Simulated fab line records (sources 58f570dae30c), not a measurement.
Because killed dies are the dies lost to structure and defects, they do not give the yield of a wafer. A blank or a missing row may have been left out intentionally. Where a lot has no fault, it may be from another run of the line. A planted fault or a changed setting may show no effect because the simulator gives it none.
Matching of chambers -- flow berkeley-cmos170 -- 4 sister chambers for UCB170_V1_CMP_02 on cmp-01
The step polishes SiO2. 4 wafers are shown with their chamber, then 9 later ones without.

WAFERS WITH THEIR CHAMBER
wafer,chamber,motor-current-A (A)
L453.6,2,15.0
L463.1,1,15.4
L463.2,0,15.5
L463.5,3,14.0

WAFERS MISSING THEIR CHAMBER
wafer,motor-current-A (A)
L466.2,15.3
L466.5,13.4
L466.6,14.7
L467.3,13.6
L467.5,13.1
L467.6,14.9
L468.2,14.6
L468.3,15.4
L468.6,14.0

EACH ONE'S CHAMBER
wafer,from the rows above,in truth
L466.2,can't be placed: 1 or 0 or 2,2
L466.5,3,3
L466.6,can't be placed: 2 or 3 or 1 or 0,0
L467.3,3,3
L467.5,3,3
L467.6,can't be placed: 2 or 1 or 0 or 3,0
L468.2,can't be placed: 2 or 3 or 1 or 0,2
L468.3,can't be placed: 1 or 0 or 2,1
L468.6,3,3
Placed correctly: 4 of 9. From these rows, 5 cannot be placed; in 5 the true chamber is one of the candidates. Number placed wrongly: 0.
How it was worked out, from the rows above alone: a wafer's distance from a chamber is the root of the sum, over the readings, of the square of ((its reading less the chamber's mean) divided by the reading's scatter). The wafer belongs to the nearest chamber; if the next one is less than 2 further off, it can't be placed. The mean given for a chamber averages the wafers shown for that chamber. The scatter: root of mean squared gap, hidden wafer to nearest shown wafer, with one shown wafer a chamber.
